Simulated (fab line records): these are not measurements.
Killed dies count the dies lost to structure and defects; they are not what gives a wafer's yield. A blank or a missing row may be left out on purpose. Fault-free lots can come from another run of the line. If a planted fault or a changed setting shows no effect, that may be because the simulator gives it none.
fab line records	flow rit-cmos
[record] lots = 14	wafers = 42	last-day = 7
route steps=202 shown ACTIVE@4 M1@202
lots that met no fault: taken from a fault-free run of the same line
start-h: hours from the record's opening day to when the first of the lot's shown wafers began	wait-h: hours elapsed since this lot's preceding step	" same as the row above	L1.1+2: a single row standing in for several wafers	- no value, or no start given	* or withheld: withheld	< > ~ a bound
route shown NAME@n: names a module that has steps shown in the file, with the first one's number in the route	usual: mean/standard deviation taken from wafers without a fault	same: alike in all rows	chamber/n: place in a boat	sites: readings site by site	_std_site: how widely they spread, as a standard deviation	_edge_site: inner sites' mean taken away from outer sites' mean	radius-mm: for every site, how far away it sits from the centre of the wafer	mask NAME#n: copy n	behind: the last tool/chamber to shape the wafer	hold: reason for holding the lot/hours on hold/outcome of the hold	device: transistor that didn't switch, given as n, p or np	end of line: the route-end tests of the same wafers	a step given without rows: its recipe and nothing more	killed: at the first sort, the dies lost to defects and structure; wafer yield is something else	map: a wafer's dies, marking killed ones x, the rest . and places with no die _
set.NAME: the setting that was run; set.NAME@STEP: the one run at that earlier step	model.NAME: the simulator's own value behind a step, which no gauge read
one table for each step of the route and one row for each wafer, over a sample of lots
services: when a tool's chamber went out of use (start-h, in hours from the record's first day, below 0 if earlier), for how many hours, and the reason
[[steps]]
[step RIT_ACTIVE_CVD_03]
[recipe] material = Si3N4	target-thk-nm = 150	temp-c = 810	precursor = SiH2Cl2/NH3	time-s = 1500	pressure-mtorr = 300	sih2cl2-flow-sccm = 60	nh3-flow-sccm = 150
[usual] spike-tc-centre-C = 812.5/1.7	spike-tc-load-C = 833.5/1.4	spike-tc-source-C = 831.7/2.8	susceptor-temp-C = 810.1/0.39	zone-power-load-pct = 21.5/1.8
lot.wafer	tool	chamber	start-h	wait-h	spike-tc-centre-C	spike-tc-load-C	spike-tc-source-C	susceptor-temp-C	zone-power-load-pct
L983.2	lpcvd-02	0	12.11	0.0	811.8	835.4	833.6	810.2	20.7
L983.5	"	0	"	"	811.2	834.4	833.7	810.4	20.6
L983.6	"	0	"	"	811.6	834.4	834.3	810.5	20.8
L984.3	lpcvd-01	1	18.60	0.0	812.9	833.5	833.9	809.3	22.5
L984.4	"	1	"	"	814.6	831.5	833.8	809.4	22.9
L984.6	"	1	"	"	813.6	833.0	833.2	809.7	22.3
L985.1	lpcvd-02	1	22.74	0.1	813.1	834.6	826.7	810.5	18.8
L985.3	"	1	"	"	810.5	831.4	827.3	810.2	19.0
L985.6	"	1	"	"	811.0	832.7	826.2	810.3	18.9
L986.3	lpcvd-02	1	27.51	0.0	811.8	832.5	827.1	810.3	19.3
L986.4	"	1	"	"	811.6	831.1	827.6	810.2	19.0
L986.5	"	1	"	"	812.3	834.1	827.8	810.5	19.1
L987.3	lpcvd-01	0	33.09	0.0	813.9	833.2	832.2	809.7	24.4
L987.4	"	0	"	"	813.6	834.6	833.2	809.8	23.9
L987.5	"	0	"	"	814.2	832.8	831.9	809.7	24.2
L988.1	lpcvd-01	1	37.11	0.1	814.6	832.7	835.1	810.0	22.0
L988.2	"	1	"	"	813.9	832.3	834.1	810.1	22.4
L988.3	"	1	"	"	813.8	832.7	832.6	809.9	22.4
L991.2	lpcvd-01	0	52.32	0.0	814.9	834.6	833.7	810.9	24.0
L991.3	"	0	"	"	813.9	833.3	831.9	810.4	24.1
L991.4	"	0	"	"	813.8	833.4	833.4	810.2	23.9
L992.1	lpcvd-02	1	57.84	0.1	812.5	831.8	828.4	810.2	19.2
L992.5	"	1	"	"	813.0	832.1	825.8	810.3	19.3
L992.6	"	1	"	"	811.6	829.8	826.2	809.5	18.7
L993.3	lpcvd-01	1	62.89	0.2	815.5	832.3	832.5	809.6	22.2
L993.5	"	1	"	"	813.1	833.5	833.7	810.0	22.3
L993.6	"	1	"	"	813.3	832.8	832.5	809.5	22.1
L994.3	lpcvd-01	0	67.23	0.0	879.6	895.3	896.1	873.9	28.7
L994.4	"	0	"	"	878.2	894.8	897.1	873.7	28.6
L994.5	"	0	"	"	878.8	897.4	895.2	873.8	29.2
L995.2	lpcvd-01	0	73.09	0.0	876.2	897.0	896.2	873.9	28.9
L995.5	"	0	"	"	878.2	896.5	897.5	874.3	28.6
L995.6	"	0	"	"	879.5	896.9	895.7	874.4	28.6
L996.1	lpcvd-02	0	79.31	0.1	811.0	835.9	831.7	810.1	21.1
L996.3	"	0	"	"	810.8	834.1	833.1	809.9	20.9
L996.6	"	0	"	"	810.1	834.7	833.8	809.5	20.8
L997.2	lpcvd-02	1	82.64	0.3	811.1	834.1	826.9	809.7	19.2
L997.3	"	1	"	"	812.0	835.0	828.8	810.2	18.9
L997.6	"	1	"	"	813.1	834.5	828.4	810.0	18.8
L103.3	lpcvd-02	0	112.36	0.3	811.8	836.4	833.5	810.2	20.9
L103.5	"	0	"	"	811.1	835.4	833.6	810.3	21.3
L103.6	"	0	"	"	811.2	833.9	832.5	810.6	20.9
[step RIT_ACTIVE_THK_MEAS_04]
[recipe] reads = Si3N4_of_ACTIVE_CVD_03
[usual] ACTIVE_NITRIDE_THK = 149.3/1.6
lot.wafer	tool	chamber	start-h	wait-h	hold	ACTIVE_NITRIDE_THK[nm]
L983.2	film-metro-03	-	13.54	0.0	-	151.4
L983.5	"	-	"	"	-	152.3
L983.6	"	-	"	"	-	152.2
L984.3	film-metro-03	-	20.04	0.0	-	151.0
L984.4	"	-	"	"	-	150.9
L984.6	"	-	"	"	-	151.1
L985.1	film-metro-03	-	24.16	0.0	-	147.6
L985.3	"	-	"	"	-	148.0
L985.6	"	-	"	"	-	147.5
L986.3	film-metro-01	-	28.95	0.0	-	148.9
L986.4	"	-	"	"	-	148.6
L986.5	"	-	"	"	-	149.1
L987.3	film-metro-01	-	34.53	0.0	-	150.2
L987.4	"	-	"	"	-	151.7
L987.5	"	-	"	"	-	150.4
L988.1	film-metro-01	-	38.53	0.0	-	150.8
L988.2	"	-	"	"	-	152.0
L988.3	"	-	"	"	-	151.9
L991.2	film-metro-02	-	53.74	0.0	-	150.5
L991.3	"	-	"	"	-	151.9
L991.4	"	-	"	"	-	151.1
L992.1	film-metro-02	-	59.26	0.0	-	148.1
L992.5	"	-	"	"	-	149.2
L992.6	"	-	"	"	-	150.0
L993.3	film-metro-03	-	64.33	0.0	-	147.3
L993.5	"	-	"	"	-	148.2
L993.6	"	-	"	"	-	148.4
L994.3	film-metro-03	-	68.66	0.0	await-dispo/0.2h/release	249.8
L994.4	"	-	"	"	await-dispo/0.2h/release	249.3
L994.5	"	-	"	"	await-dispo/0.2h/release	249.0
L994.3	film-metro-03	-	68.89	0.2	-	249.9
L994.4	"	-	"	"	-	249.5
L994.5	"	-	"	"	-	249.2
L995.2	film-metro-01	-	74.52	0.0	await-dispo/0.2h/release	251.4
L995.5	"	-	"	"	await-dispo/0.2h/release	252.1
L995.6	"	-	"	"	await-dispo/0.2h/release	251.7
L995.2	film-metro-01	-	74.74	0.2	-	251.5
L995.5	"	-	"	"	-	252.2
L995.6	"	-	"	"	-	251.4
L996.1	film-metro-01	-	80.73	0.0	-	148.9
L996.3	"	-	"	"	-	149.3
L996.6	"	-	"	"	-	149.3
L997.2	film-metro-03	-	84.07	0.0	-	150.0
L997.3	"	-	"	"	-	149.1
L997.6	"	-	"	"	-	148.0
L103.3	film-metro-03	-	113.80	0.0	-	147.7
L103.5	"	-	"	"	-	148.2
L103.6	"	-	"	"	-	148.5
[step RIT_M1_PROBE_99]
[usual] defect-limited-yield = 97.2/0.95	killed-at-contacts = 0.0/0.2	killed-at-front-end = 7.2/2.5	killed-dies = 7.3/2.5	killed-open = 3.8/1.9	killed-short = 3.5/1.8	sort_bin_3_pad_short = 0.1/0.23	sort_bin_5_function = 1.6/0.74	sort_bin_6_memory = 1.0/0.65	sort-n-pass = 256.7/2.5	sort-yield-pct = 97.2/0.95
[same] gross-dies = 264	killed_at_M0_to_M3 = 0	killed_at_M4_up = 0	killed-at-back-side = 0	killed-at-other = 0
lot.wafer	tool	chamber	start-h	wait-h	defect-limited-yield[%]	killed-at-contacts	killed-at-front-end	killed-dies	killed-open	killed-short	sort_bin_3_pad_short[%]	sort_bin_5_function[%]	sort_bin_6_memory[%]	sort-n-pass	sort-yield-pct[%]
L983.2	prober-02	-	59.43	0.1	98.1	0	5	5	3	2	0.4	1.1	0.4	259.0	98.1
L983.5	prober-02	-	59.58	0.2	97.7	0	6	6	3	3	0	1.1	1.1	258.0	97.7
L983.6	prober-02	-	59.63	0.2	95.8	0	11	11	7	4	0.4	1.1	2.7	253.0	95.8
L984.3	prober-01	-	66.55	0.2	98.1	0	5	5	5	0	0	0.8	1.1	259.0	98.1
L984.4	prober-01	-	66.60	0.2	95.8	0	11	11	4	7	0.4	3.0	0.8	253.0	95.8
L984.6	prober-01	-	66.70	0.2	97.0	0	8	8	4	4	0.4	1.9	0.8	256.0	97.0
L985.1	prober-02	-	71.95	0.1	95.8	0	11	11	6	5	0	2.3	1.9	253.0	95.8
L985.3	prober-02	-	72.05	0.2	96.2	0	10	10	7	3	0.4	2.7	0.8	254.0	96.2
L985.6	prober-02	-	72.20	0.2	97.3	0	7	7	4	3	0.4	1.5	0.8	257.0	97.3
L986.3	prober-01	-	74.05	0.2	96.6	1	8	9	5	4	0	1.5	1.9	255.0	96.6
L986.4	prober-01	-	74.10	0.2	95.8	0	11	11	7	4	0	3.0	1.1	253.0	95.8
L986.5	prober-01	-	74.15	0.2	96.6	0	9	9	7	2	0	1.9	1.5	255.0	96.6
L987.3	prober-02	-	82.36	0.2	96.6	0	9	9	4	5	0	2.3	1.1	255.0	96.6
L987.4	prober-02	-	82.41	0.2	97.3	0	7	7	5	2	0	1.9	0.8	257.0	97.3
L987.5	prober-02	-	82.46	0.2	98.9	0	3	3	0	3	0.4	0.4	0.4	261.0	98.9
L988.1	prober-02	-	84.66	0.1	95.5	0	12	12	7	5	0	2.7	1.9	252.0	95.5
L988.2	prober-02	-	84.71	0.1	96.6	0	9	9	4	5	0.8	1.5	1.1	255.0	96.6
L988.3	prober-02	-	84.76	0.2	97.0	0	8	8	4	4	0.4	1.5	1.1	256.0	97.0
L991.2	prober-01	-	103.08	0.1	97.7	0	6	6	3	3	0.4	1.9	0	258.0	97.7
L991.3	prober-01	-	103.13	0.2	97.7	0	6	6	6	0	0	1.5	0.8	258.0	97.7
L991.4	prober-01	-	103.18	0.2	97.3	1	6	7	5	2	0	2.3	0.4	257.0	97.3
L992.1	prober-02	-	105.47	0.1	97.3	0	7	7	4	3	0	1.9	0.8	257.0	97.3
L992.5	prober-02	-	105.67	0.2	98.9	0	3	3	2	1	0	0.8	0.4	261.0	98.9
L992.6	prober-02	-	105.72	0.2	98.1	0	5	5	5	0	0	1.5	0.4	259.0	98.1
L993.3	prober-01	-	112.27	0.2	98.1	0	5	5	3	2	0	1.5	0.4	259.0	98.1
L993.5	prober-01	-	112.37	0.2	98.5	0	4	4	1	3	0	0.8	0.8	260.0	98.5
L993.6	prober-01	-	112.42	0.2	96.6	0	9	9	5	4	0	1.5	1.9	255.0	96.6
L996.1	prober-01	-	125.76	0.1	99.2	0	2	2	1	1	0	0.8	0	262.0	99.2
L996.3	prober-01	-	125.86	0.2	98.9	0	3	3	1	2	0	1.1	0	261.0	98.9
L996.6	prober-01	-	126.01	0.2	98.1	0	5	5	2	3	0.4	1.1	0.4	259.0	98.1
L997.2	prober-02	-	133.01	0.1	96.6	0	9	9	3	6	1.1	1.5	0.8	255.0	96.6
L997.3	prober-02	-	133.06	0.2	98.1	0	5	5	4	1	0	1.5	0.4	259.0	98.1
L997.6	prober-02	-	133.21	0.2	97.3	0	7	7	1	6	0.4	1.5	0.8	257.0	97.3
L103.3	prober-02	-	160.01	0.2	96.6	0	9	9	5	4	0	2.7	0.8	255.0	96.6
L103.5	prober-02	-	160.11	0.2	98.5	0	4	4	1	3	0.4	1.1	0	260.0	98.5
L103.6	prober-02	-	160.16	0.2	96.6	0	9	9	3	6	0	2.3	1.1	255.0	96.6
// killed by level:class
L983.2 REOX:geometric-particle:short=1 REOX:geometric-particle:open=1 SPACER:geometric-particle:open=1 SILICIDE:geometric-particle:short=1 SILICIDE:geometric-particle:open=1
L983.5 FOX1:geometric-particle:short=3 GATE:geometric-particle:open=2 REOX:geometric-particle:open=1
L983.6 GATE:geometric-particle:open=3 REOX:geometric-particle:short=3 SPACER:geometric-particle:open=2 FOX1:geometric-particle:open=1 FOX1:geometric-particle:short=1 REOX:geometric-particle:open=1
L984.3 GATE:geometric-particle:open=3 REOX:geometric-particle:open=1 SPACER:geometric-particle:open=1
L984.4 REOX:geometric-particle:open=2 REOX:geometric-particle:short=2 SILICIDE:geometric-particle:short=2 FOX1:geometric-particle:short=1 FOX2:geometric-particle:open=1 FOX2:geometric-particle:short=1 GATE:geometric-particle:short=1 SILICIDE:geometric-particle:open=1
L984.6 FOX2:geometric-particle:short=2 GATE:geometric-particle:open=2 FOX1:geometric-particle:short=1 REOX:geometric-particle:short=1 SPACER:geometric-particle:open=1 SILICIDE:geometric-particle:open=1
L985.1 GATE:geometric-particle:short=3 FOX2:geometric-particle:open=2 REOX:geometric-particle:short=2 FOX1:geometric-particle:open=1 GATE:geometric-particle:open=1 REOX:geometric-particle:open=1 SPACER:geometric-particle:open=1
L985.3 GATE:geometric-particle:short=3 FOX1:geometric-particle:open=2 FOX2:geometric-particle:open=2 GATE:geometric-particle:open=1 REOX:geometric-particle:open=1 SPACER:geometric-particle:open=1
L985.6 SILICIDE:geometric-particle:open=3 GATE:geometric-particle:short=2 GATE:geometric-particle:open=1 REOX:geometric-particle:short=1
L986.3 FOX2:geometric-particle:short=3 FOX2:geometric-particle:open=3 FOX1:geometric-particle:short=1 SILICIDE:geometric-particle:open=1 CONTACT:geometric-particle:open=1
L986.4 FOX2:geometric-particle:short=3 GATE:geometric-particle:open=2 REOX:geometric-particle:open=2 FOX1:geometric-particle:open=1 FOX2:geometric-particle:open=1 GATE:geometric-particle:short=1 SILICIDE:geometric-particle:open=1
L986.5 GATE:geometric-particle:open=2 SILICIDE:geometric-particle:open=2 FOX2:geometric-particle:short=1 FOX2:geometric-particle:open=1 REOX:geometric-particle:short=1 REOX:geometric-particle:open=1 SPACER:geometric-particle:open=1
L987.3 GATE:geometric-particle:short=3 FOX1:geometric-particle:short=2 GATE:geometric-particle:open=2 REOX:geometric-particle:open=2
L987.4 GATE:geometric-particle:open=3 SPACER:geometric-particle:short=2 REOX:geometric-particle:open=1 SPACER:geometric-particle:open=1
L987.5 FOX1:geometric-particle:short=1 GATE:geometric-particle:short=1 SPACER:geometric-particle:short=1
L988.1 GATE:geometric-particle:open=3 SILICIDE:geometric-particle:open=3 GATE:geometric-particle:short=2 FOX1:geometric-particle:open=1 FOX2:geometric-particle:short=1 REOX:geometric-particle:short=1 SILICIDE:geometric-particle:short=1
L988.2 FOX2:geometric-particle:open=2 REOX:geometric-particle:open=2 REOX:geometric-particle:short=2 GATE:geometric-particle:short=1 SPACER:geometric-particle:short=1 SILICIDE:geometric-particle:short=1
L988.3 REOX:geometric-particle:open=3 REOX:geometric-particle:short=2 FOX1:geometric-particle:open=1 FOX2:geometric-particle:short=1 GATE:geometric-particle:short=1
L991.2 FOX1:geometric-particle:open=1 FOX2:geometric-particle:open=1 GATE:geometric-particle:short=1 GATE:geometric-particle:open=1 REOX:geometric-particle:short=1 SILICIDE:geometric-particle:short=1
L991.3 FOX2:geometric-particle:open=2 REOX:geometric-particle:open=2 FOX1:geometric-particle:open=1 GATE:geometric-particle:open=1
L991.4 GATE:geometric-particle:open=2 REOX:geometric-particle:open=2 REOX:geometric-particle:short=1 SILICIDE:geometric-particle:short=1 CONTACT:geometric-particle:open=1
L992.1 SILICIDE:geometric-particle:open=2 FOX1:geometric-particle:short=1 GATE:geometric-particle:open=1 GATE:geometric-particle:short=1 REOX:geometric-particle:open=1 SILICIDE:geometric-particle:short=1
L992.5 FOX1:geometric-particle:open=1 REOX:geometric-particle:open=1 REOX:geometric-particle:short=1
L992.6 SPACER:geometric-particle:open=2 FOX1:geometric-particle:open=1 GATE:geometric-particle:open=1 SILICIDE:geometric-particle:open=1
L993.3 GATE:geometric-particle:short=2 SPACER:geometric-particle:open=2 GATE:geometric-particle:open=1
L993.5 FOX1:geometric-particle:short=1 FOX1:geometric-particle:open=1 FOX2:geometric-particle:short=1 GATE:geometric-particle:short=1
L993.6 SILICIDE:geometric-particle:open=5 GATE:geometric-particle:short=3 SILICIDE:geometric-particle:short=1
L996.1 GATE:geometric-particle:open=1 SPACER:geometric-particle:short=1
L996.3 FOX1:geometric-particle:short=1 SILICIDE:geometric-particle:open=1 SILICIDE:geometric-particle:short=1
L996.6 GATE:geometric-particle:open=2 FOX1:geometric-particle:short=1 FOX2:geometric-particle:short=1 SPACER:geometric-particle:short=1
L997.2 GATE:geometric-particle:short=3 FOX1:geometric-particle:short=1 FOX1:geometric-particle:open=1 FOX2:geometric-particle:short=1 GATE:geometric-particle:open=1 REOX:geometric-particle:short=1 SPACER:geometric-particle:open=1
L997.3 GATE:geometric-particle:open=2 REOX:geometric-particle:open=1 REOX:geometric-particle:short=1 SPACER:geometric-particle:open=1
L997.6 REOX:geometric-particle:short=2 SILICIDE:geometric-particle:short=2 GATE:geometric-particle:short=1 GATE:geometric-particle:open=1 SPACER:geometric-particle:short=1
L103.3 GATE:geometric-particle:open=3 GATE:geometric-particle:short=1 REOX:geometric-particle:short=1 SPACER:geometric-particle:open=1 SPACER:geometric-particle:short=1 SILICIDE:geometric-particle:open=1 SILICIDE:geometric-particle:short=1
L103.5 GATE:geometric-particle:short=1 REOX:geometric-particle:open=1 SPACER:geometric-particle:short=1 SILICIDE:geometric-particle:short=1
L103.6 REOX:geometric-particle:short=3 GATE:geometric-particle:short=2 GATE:geometric-particle:open=1 SPACER:geometric-particle:open=1 SILICIDE:geometric-particle:open=1 SILICIDE:geometric-particle:short=1
[[services]]
tool	chamber	start-h	hours	kind
lpcvd-02	-	63.51	6.1	pm
[[key]]
[first-sign] step = RIT_ACTIVE_CVD_03	reading = susceptor-temp-C	direction = up	sigmas = 99+	usual = *	struck = *
[effect] step = RIT_ACTIVE_CVD_03	reading = spike-tc-load-C	direction = up	sigmas = 46	usual = 833.5	struck = 896.3
[effect] step = RIT_ACTIVE_THK_MEAS_04	reading = visit	direction = added
[effect] step = RIT_ACTIVE_THK_MEAS_04	reading = ACTIVE_NITRIDE_THK	direction = up	sigmas = 64	usual = 149.3	struck = 250.6
met-at RIT_ACTIVE_CVD_03
struck-lots L994,L995
scrapped-behind RIT_ACTIVE_THK_MEAS_04 L994.3,L994.4,L994.5,L995.2,L995.5,L995.6
onset-between 62.89 67.23
[fault] kind = process-parameter-drift	tool = lpcvd-01	chamber = -	onset-h = 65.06	steps = RIT_ACTIVE_CVD_03	channel = temp-c	offset = *	shape = step	end-h = 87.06	acts-in = *	stated = *
